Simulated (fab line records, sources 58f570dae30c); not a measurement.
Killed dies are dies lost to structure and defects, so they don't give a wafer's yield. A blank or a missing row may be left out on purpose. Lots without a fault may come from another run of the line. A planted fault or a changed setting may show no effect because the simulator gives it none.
Chamber matching | flow berkeley_cmos170 | UCB170_GATE_ETCH_15 on rie_si-02: 4 sister chambers
The step etches poly-Si in HBr/Cl2, stops on SiO2, time 56.3 s, target depth 278.2 nm. 8 wafers are shown with their chamber, then 7 later ones without.

WAFERS WITH THEIR CHAMBER
wafer  | chamber | throttle_valve_pct (%) | drypump_motor_current_A (A)
L767.1 | 1       | 26.67                  | 5.8
L773.4 | 3       | 26.50                  | 6.4
L774.1 | 3       | 26.48                  | 6.5
L778.1 | 2       | 26.83                  | 6.4
L778.2 | 0       | 26.06                  | 6.5
L778.4 | 1       | 26.66                  | 5.9
L786.2 | 2       | 26.83                  | 6.4
L786.3 | 0       | 26.06                  | 6.5

WAFERS WITHOUT THEIR CHAMBER
wafer  | throttle_valve_pct (%) | drypump_motor_current_A (A)
L786.4 | 26.48                  | 6.4
L787.1 | 26.05                  | 6.5
L787.3 | 26.65                  | 5.8
L787.6 | 26.65                  | 5.9
L790.1 | 26.48                  | 6.4
L790.2 | 26.80                  | 6.4
L790.5 | 26.05                  | 6.5

WHICH CHAMBER EACH WENT THROUGH
wafer  | from the rows above | in truth
L786.4 | 3                   | 3
L787.1 | 0                   | 0
L787.3 | 1                   | 1
L787.6 | 1                   | 1
L790.1 | 3                   | 3
L790.2 | 2                   | 2
L790.5 | 0                   | 0
Placed correctly: 7 of 7. Can't be placed from these rows: 0. Placed wrongly: 0.
How it was worked out, from the rows above alone: a wafer's distance from a chamber is the root of the sum, over the readings, of the square of ((its reading less the chamber's mean) divided by the reading's scatter). The wafer belongs to the nearest chamber; if the next one is less than 2 further off, it can't be placed. A chamber's mean is the mean of its shown wafers. The scatter: the root of (the sum of the squares of (reading less its chamber's mean) over the shown wafers, divided by (wafers less chambers)).
